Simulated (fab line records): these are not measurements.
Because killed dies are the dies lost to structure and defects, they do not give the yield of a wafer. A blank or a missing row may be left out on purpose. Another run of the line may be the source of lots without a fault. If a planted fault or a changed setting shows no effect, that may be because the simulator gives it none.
Which tool was responsible?    flow berkeleyCmos170    Sampling: 8 lots, 24 wafers, 2 of 331 route steps

== WHAT THE GAUGES READ, wafer by wafer ==
UCB170_PFIELD_TW_MEAS_09.
lot   measured     on            PFIELD_TW
L845  day 5 07:56  filmMetro-01  611 610 610
L847  day 5 13:22  filmMetro-04  602 605 608
L848  day 5 21:02  filmMetro-04  601 604 604
L852  day 6 20:20  filmMetro-01  612 613 614
L853  day 7 06:11  filmMetro-04  597 597 596
L855  day 7 06:38  filmMetro-01  609 609 613
L857  day 7 16:30  filmMetro-04  1069 1063 1064
L859  day 8 15:46  filmMetro-01  1080 1082 1081

== WHICH TOOL RAN EACH LOT (tool, then ch and the chambers of the sampled wafers, then the start) ==
lot   UCB170_PFIELD_IMPLANT_07
L845  implanter-03 ch 0, day 5 07:43
L847  implanter-03 ch 0, day 5 13:07
L848  implanter-03 ch 0, day 5 20:47
L852  implanter-04 ch 0, day 6 20:05
L853  implanter-01 ch 0, day 7 05:56
L855  implanter-01 ch 0, day 7 06:24
L857  implanter-04 ch 0, day 7 16:16
L859  implanter-03 ch 0, day 8 15:33
- UCB170_PFIELD_IMPLANT_07

== THE ANSWER, worked out from the rows above alone ==
Rule: the usual values come from the lots themselves. The widest of any qualifying gaps counts: lots, ordered by their means at a reading, are off when they make up no more than a third of the lots, leave a main group of 4 or more, and stand apart from it by 3 or more times the standard deviation of that group's means. If all means in a main group match to the digits the tables above print for the reading, that group is not used. Also off: a lot with no number at a reading for which 4 or more lots have one. Where the step has rows for the other lots, those lots are counted as sound.
Off: L857, L859, at UCB170_PFIELD_TW_MEAS_09 (PFIELD_TW). Main group: mean 606, sd 5.5.
If a tool, at a process step before that reading, ran all the lots that are off and no sound lot after the first of them, it fits. The gauges at UCB170_PFIELD_TW_MEAS_09 are tried like those tools. Not one of the candidates tried fits.

== WHAT THE SIMULATOR HAD PUT IN ==
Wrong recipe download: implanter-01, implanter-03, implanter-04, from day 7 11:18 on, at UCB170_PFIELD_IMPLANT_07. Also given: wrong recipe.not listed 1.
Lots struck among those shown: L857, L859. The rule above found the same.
